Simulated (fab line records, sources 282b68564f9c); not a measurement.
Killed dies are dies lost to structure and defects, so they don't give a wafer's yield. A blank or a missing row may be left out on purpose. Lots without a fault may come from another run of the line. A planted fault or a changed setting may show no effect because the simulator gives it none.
A struck lot beside a sound one | flow rit_cmos | 25 steps out of a route of 202
Sound: wafers L153.1, L153.5, L153.6. Struck: wafers L165.1, L165.5, L165.6. The cause comes at the end.
At each step with rows: each side's tool, then ch and its chambers, then its first start. Under that, the readings that differ: sound wafers | struck wafers | difference of the means | sigmas: that difference in standard deviations of wafers without a fault.
alike: readings whose means differ by less than 2 such deviations, and words and numbers that are the same on both sides. not compared: withheld readings, readings that some wafer has no value for, bounds like >300 that may hide the same value, and numbers for which the record gives no deviation and whose values overlap.
The two part at a step that has a row with sigmas, a row that says differs or no value, or rows on one side only. Numbers that don't overlap but have no deviation are shown without sigmas and don't part them. A reading that every wafer of one side lacks parts them only if that side has two wafers or more.

first, 1 step without rows for these wafers: RIT_PRETRO_IMPLANT_08.
RIT_PRETRO_STRIP_09: strips in O2, time 180 s.
  sound on plasma_asher-01 ch 0,1, day 2 16:28; struck on plasma_asher-02 ch 0,1, day 5 00:19
  alike: drypump_motor_current_A
  not compared: rf_hours_counter_h
RIT_PRETRO_TW_MEAS_10:
  sound on film_metro-01, day 2 16:38; struck on film_metro-01, day 5 00:29
  alike: PRETRO_TW
then, 5 steps without rows for these wafers: RIT_GATE_WET_ETCH_00 (etches SiO2 in BOE, target depth 56 nm, time 60 s); RIT_GATE_CLEAN_01 (cleans in SC1, time 600 s); RIT_GATE_CLEAN_02 (cleans in dHF, time 30 s); RIT_GATE_CLEAN_03 (cleans in SC2, time 600 s); RIT_GATE_CLEAN_04 (cleans in dHF, time 60 s).
RIT_FOX2_THK_MEAS_91:
  sound on film_metro-02, day 2 17:07; struck on film_metro-02, day 5 00:58
  reading                     | sound       | struck      | difference | sigmas
  FIELD_OXIDE_LEFT_2_THK (nm) | 247 246 242 | 256 262 261 | +15        | +2
then, 2 steps without rows for these wafers: RIT_GATE_OXIDATION_05 (target thk 3 nm, ox time 270 s); RIT_GATE_ANNEAL_06 (time 600 s).
RIT_GATE_THK_MEAS_07:
  sound on film_metro-01, day 2 18:30; struck on film_metro-01, day 5 02:23
  alike: GATE_OXIDE_THK
RIT_GATE_CVD_08: deposits poly-Si from SiH4, target thk 250 nm, time 2220 s.
  sound on lpcvd-02 ch 0, day 2 18:34; struck on lpcvd-01 ch 1, day 5 02:26
  reading                                  | sound             | struck            | difference | sigmas
  zone_power_centre_pct (%)                | 21.5 21.6 21.5    | 27.5 27.2 27.4    | +5.8       | +3
  model.poly-Si_of_GATE_CVD_08.thk_nm (nm) | 250.5 252.3 251.8 | 386.2 384.8 383.2 | +133.2     |
  alike: pressure_mtorr, spike_tc_source_C
RIT_GATE_THK_MEAS_09:
  sound on film_metro-01, day 2 20:10; struck on film_metro-02, day 5 04:06
  reading            | sound             | struck            | difference | sigmas
  GATE_POLY_THK (nm) | 250.6 252.4 251.8 | 386.7 384.5 383.0 | +133.1     | +49
then, 6 steps without rows for these wafers: RIT_GATE_HMDS_10 (prime time 60 s); RIT_GATE_COAT_11 (resist thk 850 nm); RIT_GATE_SOFTBAKE_12 (time 60 s); RIT_GATE_EXPOSE_13 (exposes mask M6, target cd 150 nm); RIT_GATE_PEB_14; RIT_GATE_DEVELOP_15 (develop time 50 s).
RIT_GATE_CD_MEAS_16: target cd 150 nm.
  sound on cd_sem-02, day 2 21:13; struck on cd_sem-02, day 5 05:07
  reading    | sound             | struck            | difference | sigmas
  cd_nm (nm) | 155.3 153.1 152.6 | 148.3 147.4 148.0 | -5.8       | -3
RIT_GATE_OVL_MEAS_17:
  sound on overlay-01, day 2 21:20; struck on overlay-02, day 5 05:14
  alike: GATE_OVL
then, 1 step without rows for these wafers: RIT_GATE_HARDBAKE_18 (time 60 s).
RIT_GATE_ETCH_19: etches poly-Si in SF6/CHF3/O2, stops on SiO2, time 165 s, target depth 312.5 nm.
  sound on rie_si-01 ch 2,3, day 2 21:31; struck on rie_si-02 ch 1,2,3, day 5 05:32
  reading                          | sound             | struck            | difference | sigmas
  oes_product_au (a.u.)            | 0.839 0.862 0.844 | 0.954 0.997 0.991 | +0.132     | +9
  model.etch.depth_nm (nm)         | 250.5 252.3 251.8 | 296.1 302.7 305.1 | +49.8      |
  model.GATE.feature_depth_nm (nm) | 250.5 252.3 251.8 | 296.1 302.7 305.1 | +49.8      |
  alike: SF6_flow_sccm, drypump_motor_current_A, throttle_valve_pct
  not compared: rf_hours_counter_h
RIT_GATE_STRIP_20: strips in O2, time 180 s.
  sound on plasma_asher-03 ch 0,1, day 2 21:37; struck on plasma_asher-01 ch 0,1, day 5 05:39
  alike: drypump_motor_current_A
  not compared: rf_hours_counter_h

WHERE THEY PART
First at RIT_FOX2_THK_MEAS_91; last, within this record, at RIT_GATE_ETCH_19. Later steps at which nothing parts them and some readings are alike: RIT_GATE_STRIP_20.

WHY: what the simulator had put in
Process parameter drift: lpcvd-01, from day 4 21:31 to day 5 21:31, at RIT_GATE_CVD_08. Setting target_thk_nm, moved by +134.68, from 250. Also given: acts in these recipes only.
